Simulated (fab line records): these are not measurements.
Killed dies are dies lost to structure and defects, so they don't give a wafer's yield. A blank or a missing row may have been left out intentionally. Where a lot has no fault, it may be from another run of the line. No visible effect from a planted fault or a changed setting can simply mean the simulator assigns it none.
fab line records -- flow rit-cmos
record lots=7, wafers=21, last-day=7
route steps=202 shown NRETRO@57 PRETRO@64 M1@202
lots with no fault: from the same line, run without faults
start-h: the number of hours between the record's first day and the start of the first shown wafer of the lot -- wait-h: hours elapsed since this lot's preceding step -- " same as the row above -- L1.1+2: a single row standing in for several wafers -- - either no value or no given start -- * or withheld: withheld -- < > ~ a bound
route shown NAME@n: a module of which the file shows steps, and the number in the route of the first -- usual: mean and standard deviation over wafers with no fault -- same: alike in all rows -- chamber/n: place in a boat -- sites: per-site readings -- _std_site: the values' standard deviation -- _edge_site: mean of outer sites minus mean of inner sites -- radius-mm: for every site, how far away it sits from the centre of the wafer -- mask NAME#n: copy n -- behind: the most recent tool/chamber to have shaped the wafer -- hold: why the lot was held/for how many hours/how that ended -- device: the n, p or np transistor that did not switch -- end of line: tests run on the same wafers once the route is complete -- a step without rows: its recipe alone -- killed: dies that structure and defects cost at the first sort, which is not the same as the wafer's yield -- map: a wafer's dies, marking killed ones x, the rest . and places with no die _
set.NAME: the setting as run; set.NAME@STEP: as run at that earlier step -- model.NAME: the simulator's own value behind a step, which no gauge read
lots at selected steps of the route; one table per step, one row per wafer
services: the hour from which a tool's chamber was out of use, counted from the record's first day as start-h (under 0 if before that day), plus the number of hours and why
## steps
# step RIT_NRETRO_PEB_04
# recipe resist=NOVOLAK, temp-c=withheld, time-s=withheld
# step RIT_NRETRO_DEVELOP_05
# recipe resist=NOVOLAK, develop-time-s=68, dev-temp-c=23
# step RIT_NRETRO_OVL_MEAS_06
# usual NRETRO_OVL=-0.7/1.4
lot.wafer,tool,chamber,start-h,wait-h,NRETRO_OVL[nm]
L553.4,overlay-01,-,55.24,-,-2.6
L553.5,overlay-01,-,55.24,-,-1.9
L553.6,overlay-01,-,55.24,-,-2.2
L554.2,overlay-02,-,61.08,-,-3.0
L554.3,overlay-02,-,61.08,-,0.8
L554.6,overlay-02,-,61.08,-,-3.3
L558.2,overlay-02,-,81.24,-,1.4
L558.4,overlay-02,-,81.24,-,-0.8
L558.6,overlay-02,-,81.24,-,-1.4
L560.2,overlay-02,-,91.29,-,2.6
L560.4,overlay-02,-,91.29,-,0.9
L560.5,overlay-02,-,91.29,-,1.7
L561.3,overlay-01,-,95.30,-,-1.1
L561.5,overlay-01,-,95.30,-,-0.8
L561.6,overlay-01,-,95.30,-,-2.4
L562.1,overlay-02,-,100.37,-,0.6
L562.4,overlay-02,-,100.37,-,-0.6
L562.5,overlay-02,-,100.37,-,0.7
L571.2,overlay-02,-,148.16,-,-1.4
L571.3,overlay-02,-,148.16,-,-3.2
L571.5,overlay-02,-,148.16,-,-1.2
# step RIT_NRETRO_HARDBAKE_07
# recipe resist=NOVOLAK, temp-c=140, time-s=120
# step RIT_NRETRO_IMPLANT_08
# recipe species=P, energy-kev=70, dose-cm2=1e+13, tilt-deg=6.663
# step RIT_NRETRO_STRIP_09
# recipe chemistry=O2, time-s=180, resist=NOVOLAK, platen-temp-c=withheld, power-w=500, pressure-mtorr=4000, o2-flow-sccm=4000
# usual drypump-motor-current-A=5.6/0.52
lot.wafer,tool,chamber,start-h,wait-h,drypump-motor-current-A,rf-hours-counter-h
L553.4,plasma-asher-03,0,55.72,0.1,5.9,-
L553.5,plasma-asher-03,0,55.72,0.1,5.9,-
L553.6,plasma-asher-03,1,55.72,0.1,6.2,-
L554.2,plasma-asher-03,0,61.51,0.1,5.9,28
L554.3,plasma-asher-03,1,61.51,0.1,6.2,-
L554.6,plasma-asher-03,1,61.51,0.1,6.2,-
L558.2,plasma-asher-04,0,81.67,0.1,4.8,44
L558.4,plasma-asher-04,1,81.67,0.1,5.4,-
L558.6,plasma-asher-04,1,81.67,0.1,5.4,-
L560.2,plasma-asher-03,0,91.72,0.1,5.9,31
L560.4,plasma-asher-03,1,91.72,0.1,6.2,-
L560.5,plasma-asher-03,0,91.72,0.1,5.9,-
L561.3,plasma-asher-04,0,95.78,0.1,4.8,-
L561.5,plasma-asher-04,0,95.78,0.1,4.8,-
L561.6,plasma-asher-04,1,95.78,0.1,5.4,-
L562.1,plasma-asher-02,1,100.80,0.1,4.9,44
L562.4,plasma-asher-02,1,100.80,0.1,4.9,-
L562.5,plasma-asher-02,1,100.80,0.1,4.9,-
L571.2,plasma-asher-04,0,148.59,0.1,4.8,3
L571.3,plasma-asher-04,1,148.59,0.1,5.4,-
L571.5,plasma-asher-04,0,148.59,0.1,4.8,-
# step RIT_NRETRO_TW_MEAS_10
# usual NRETRO_TW=1062/11
lot.wafer,tool,chamber,start-h,wait-h,NRETRO_TW
L553.4,film-metro-02,-,55.87,0.1,1046
L553.5,film-metro-02,-,55.87,0.1,1046
L553.6,film-metro-02,-,55.87,0.1,1042
L554.2,film-metro-04,-,61.69,0.1,1079
L554.3,film-metro-04,-,61.69,0.1,1075
L554.6,film-metro-04,-,61.69,0.1,1075
L558.2,film-metro-01,-,81.85,0.1,1060
L558.4,film-metro-01,-,81.85,0.1,1062
L558.6,film-metro-01,-,81.85,0.1,1064
L560.2,film-metro-02,-,91.91,0.1,1049
L560.4,film-metro-02,-,91.91,0.1,1047
L560.5,film-metro-02,-,91.91,0.1,1044
L561.3,film-metro-04,-,95.91,0.1,1071
L561.5,film-metro-04,-,95.91,0.1,1079
L561.6,film-metro-04,-,95.91,0.1,1070
L562.1,film-metro-01,-,100.98,0.1,1064
L562.4,film-metro-01,-,100.98,0.1,1066
L562.5,film-metro-01,-,100.98,0.1,1071
L571.2,film-metro-04,-,148.77,0.1,1081
L571.3,film-metro-04,-,148.77,0.1,1070
L571.5,film-metro-04,-,148.77,0.1,1072
# step RIT_PRETRO_HMDS_00
# recipe prime-time-s=60, prime-temp-c=140
# step RIT_PRETRO_COAT_01
# recipe resist=NOVOLAK, spin-rpm=2000, resist-thk-nm=1300
# step RIT_PRETRO_SOFTBAKE_02
# recipe resist=NOVOLAK, temp-c=90, time-s=60
# step RIT_PRETRO_EXPOSE_03
# recipe mask-id=M5, na=0.57, target-cd-nm=43700, dose-mj=250
# step RIT_PRETRO_PEB_04
# recipe resist=NOVOLAK, temp-c=withheld, time-s=withheld
# step RIT_PRETRO_DEVELOP_05
# recipe resist=NOVOLAK, develop-time-s=68, dev-temp-c=23
# usual developer-temp-C=23.01/0.1
lot.wafer,tool,chamber,start-h,wait-h,developer-temp-C
L553.4,litho-track-01,0,56,-,22.96
L553.5,litho-track-01,0,56,-,23.00
L553.6,litho-track-01,0,56,-,23.03
L554.2,litho-track-03,0,62,-,23.21
L554.3,litho-track-03,0,62,-,23.08
L554.6,litho-track-03,0,62,-,23.16
L558.2,litho-track-01,0,82,-,25.60
L558.4,litho-track-01,0,82,-,25.41
L558.6,litho-track-01,0,82,-,25.35
L560.2,litho-track-01,0,92,-,25.22
L560.4,litho-track-01,0,92,-,25.37
L560.5,litho-track-01,0,92,-,25.35
L561.3,litho-track-02,0,96,-,23.05
L561.5,litho-track-02,0,96,-,23.12
L561.6,litho-track-02,0,96,-,23.17
L562.1,litho-track-01,0,101,-,25.26
L562.4,litho-track-01,0,101,-,25.19
L562.5,litho-track-01,0,101,-,25.21
L571.2,litho-track-02,0,149,-,23.19
L571.3,litho-track-02,0,149,-,23.26
L571.5,litho-track-02,0,149,-,23.15
# step RIT_PRETRO_OVL_MEAS_06
# usual PRETRO_OVL=-0.3/1.6
lot.wafer,tool,chamber,start-h,wait-h,PRETRO_OVL[nm]
L553.4,overlay-02,-,56.79,-,-0.5
L553.5,overlay-02,-,56.79,-,-1.2
L553.6,overlay-02,-,56.79,-,-1.4
L554.2,overlay-02,-,62.63,-,1.1
L554.3,overlay-02,-,62.63,-,1.4
L554.6,overlay-02,-,62.63,-,-2.0
L558.2,overlay-02,-,82.91,-,-1.2
L558.4,overlay-02,-,82.91,-,0.5
L558.6,overlay-02,-,82.91,-,-0.4
L560.2,overlay-02,-,92.97,-,-0.2
L560.4,overlay-02,-,92.97,-,-1.6
L560.5,overlay-02,-,92.97,-,-1.0
L561.3,overlay-02,-,96.85,-,1.3
L561.5,overlay-02,-,96.85,-,1.2
L561.6,overlay-02,-,96.85,-,2.3
L562.1,overlay-01,-,102.04,-,-0.3
L562.4,overlay-01,-,102.04,-,0.5
L562.5,overlay-01,-,102.04,-,0.5
L571.2,overlay-01,-,149.83,-,0.2
L571.3,overlay-01,-,149.83,-,1.5
L571.5,overlay-01,-,149.83,-,-1.6
# step RIT_M1_PROBE_99
# usual killed-at-contacts=0.1/0.31, killed-at-front-end=7/3.2, killed-dies=7/3.2, killed-open=3.6/1.9, killed-short=3.6/2
# same gross-dies=264, killed_at_M0_to_M3=0, killed_at_M4_up=0, killed-at-back-side=0, killed-at-other=0
lot.wafer,tool,chamber,start-h,wait-h,killed-at-contacts,killed-at-front-end,killed-dies,killed-open,killed-short
L553.4,prober-01,-,84.23,0.2,0,4,4,2,2
L553.5,prober-01,-,84.28,0.2,0,6,6,3,3
L553.6,prober-01,-,84.33,0.2,0,1,1,1,0
L554.2,prober-02,-,93.34,0.1,0,6,6,4,2
L554.3,prober-02,-,93.39,0.2,1,5,6,3,3
L554.6,prober-02,-,93.54,0.2,0,5,5,1,4
L560.2,prober-02,-,121.43,0.1,0,11,11,5,5
L560.4,prober-02,-,121.53,0.2,0,13,13,5,6
L560.5,prober-02,-,121.58,0.2,0,8,8,2,6
L561.3,prober-01,-,126.94,0.2,0,10,10,3,7
L561.5,prober-01,-,127.04,0.2,0,6,6,4,2
L561.6,prober-01,-,127.09,0.2,0,8,8,6,2
L562.1,prober-02,-,130.65,0.1,0,9,9,4,5
L562.4,prober-02,-,130.80,0.2,0,6,6,5,1
L562.5,prober-02,-,130.85,0.2,0,9,9,5,4
L571.2,prober-01,-,179.36,0.1,1,8,9,4,5
L571.3,prober-01,-,179.41,0.2,1,9,10,4,6
L571.5,prober-01,-,179.51,0.2,1,8,9,4,5
# killed by level:class
L553.4 FOX1:geometric-particle:open=1 GATE:geometric-particle:open=1 GATE:geometric-particle:short=1 SPACER:geometric-particle:short=1
L553.5 GATE:geometric-particle:open=3 GATE:geometric-particle:short=2 REOX:geometric-particle:short=1
L553.6 GATE:geometric-particle:open=1
L554.2 GATE:geometric-particle:open=2 GATE:geometric-particle:short=1 REOX:geometric-particle:open=1 SILICIDE:geometric-particle:short=1 SILICIDE:geometric-particle:open=1
L554.3 REOX:geometric-particle:short=2 FOX2:geometric-particle:open=1 GATE:geometric-particle:open=1 REOX:geometric-particle:open=1 CONTACT:geometric-particle:short=1
L554.6 GATE:geometric-particle:short=2 FOX1:geometric-particle:open=1 FOX2:geometric-particle:short=1 REOX:geometric-particle:short=1
L560.2 GATE:geometric-particle:short=2 REOX:geometric-particle:short=2 REOX:geometric-particle:open=2 SILICIDE:geometric-particle:open=2 FOX1:geometric-particle:short=1 GATE:geometric-particle:open=1 PRETRO:coat-microbubble-printed=1
L560.4 FOX1:geometric-particle:open=4 FOX1:geometric-particle:short=2 SPACER:geometric-particle:short=2 PRETRO:coat-microbubble-printed=2 GATE:geometric-particle:short=1 REOX:geometric-particle:open=1 REOX:geometric-particle:short=1
L560.5 GATE:geometric-particle:short=3 ACTIVE:geometric-particle:short=1 FOX1:geometric-particle:short=1 GATE:geometric-particle:open=1 REOX:geometric-particle:open=1 SPACER:geometric-particle:short=1
L561.3 SPACER:geometric-particle:short=3 FOX2:geometric-particle:short=2 FOX2:geometric-particle:open=1 GATE:geometric-particle:open=1 REOX:geometric-particle:short=1 SPACER:geometric-particle:open=1 SILICIDE:geometric-particle:short=1
L561.5 SPACER:geometric-particle:open=2 GATE:geometric-particle:open=1 REOX:geometric-particle:short=1 REOX:geometric-particle:open=1 SPACER:geometric-particle:short=1
L561.6 FOX2:geometric-particle:open=4 GATE:geometric-particle:open=2 GATE:geometric-particle:short=1 SPACER:geometric-particle:short=1
L562.1 GATE:geometric-particle:short=2 ACTIVE:geometric-particle:open=1 FOX2:geometric-particle:open=1 FOX2:geometric-particle:short=1 GATE:geometric-particle:open=1 SPACER:geometric-particle:short=1 SPACER:geometric-particle:open=1 SILICIDE:geometric-particle:short=1
L562.4 REOX:geometric-particle:open=3 GATE:geometric-particle:open=2 SPACER:geometric-particle:short=1
L562.5 FOX1:geometric-particle:short=2 FOX1:geometric-particle:open=2 SILICIDE:geometric-particle:short=2 FOX2:geometric-particle:open=1 SPACER:geometric-particle:open=1 SILICIDE:geometric-particle:open=1
L571.2 GATE:geometric-particle:short=4 FOX1:geometric-particle:short=1 FOX1:geometric-particle:open=1 GATE:geometric-particle:open=1 SPACER:geometric-particle:open=1 CONTACT:geometric-particle:open=1
L571.3 GATE:geometric-particle:short=3 FOX1:geometric-particle:short=2 SPACER:geometric-particle:open=2 REOX:geometric-particle:short=1 SILICIDE:geometric-particle:open=1 CONTACT:geometric-particle:open=1
L571.5 SPACER:geometric-particle:short=2 SILICIDE:geometric-particle:open=2 FOX1:geometric-particle:open=1 FOX1:geometric-particle:short=1 GATE:geometric-particle:short=1 SPACER:geometric-particle:open=1 CONTACT:geometric-particle:short=1
## services
tool,chamber,start-h,hours,kind
plasma-asher-04,-,93.70,0.7,repair
plasma-asher-04,-,108.75,9.0,pm
plasma-asher-04,0,108.75,9.0,vent-cycle
plasma-asher-04,1,108.75,9.0,vent-cycle
plasma-asher-04,-,117.75,2.8,pm
plasma-asher-04,0,117.75,-,clean
plasma-asher-04,1,117.75,-,clean
## key
first-sign step=RIT_PRETRO_DEVELOP_05, reading=developer-temp-C, direction=up, sigmas=22, usual=*, struck=*
effect none on later readings
met-at RIT_PRETRO_DEVELOP_05
struck-wafers L558.2,L558.4,L558.6,L560.2,L560.4,L560.5,L562.1,L562.4,L562.5
tester-left-out L558,L560,L562
onset-between 56 82
fault kind=process-parameter-drift, tool=litho-track-01, chamber=-, onset-h=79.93, steps=RIT_PRETRO_DEVELOP_05, channel=dev-temp-c, offset=*, shape=step, end-h=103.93, acts-in=*, stated=*
# tester-left-out: of these lots the tester's yield and bins aren't shown, on N5 and GAA mostly nor the transistor test; their killed dies are dies lost to structure and defects alone, not to doping, threshold or leakage, so they don't give the yield
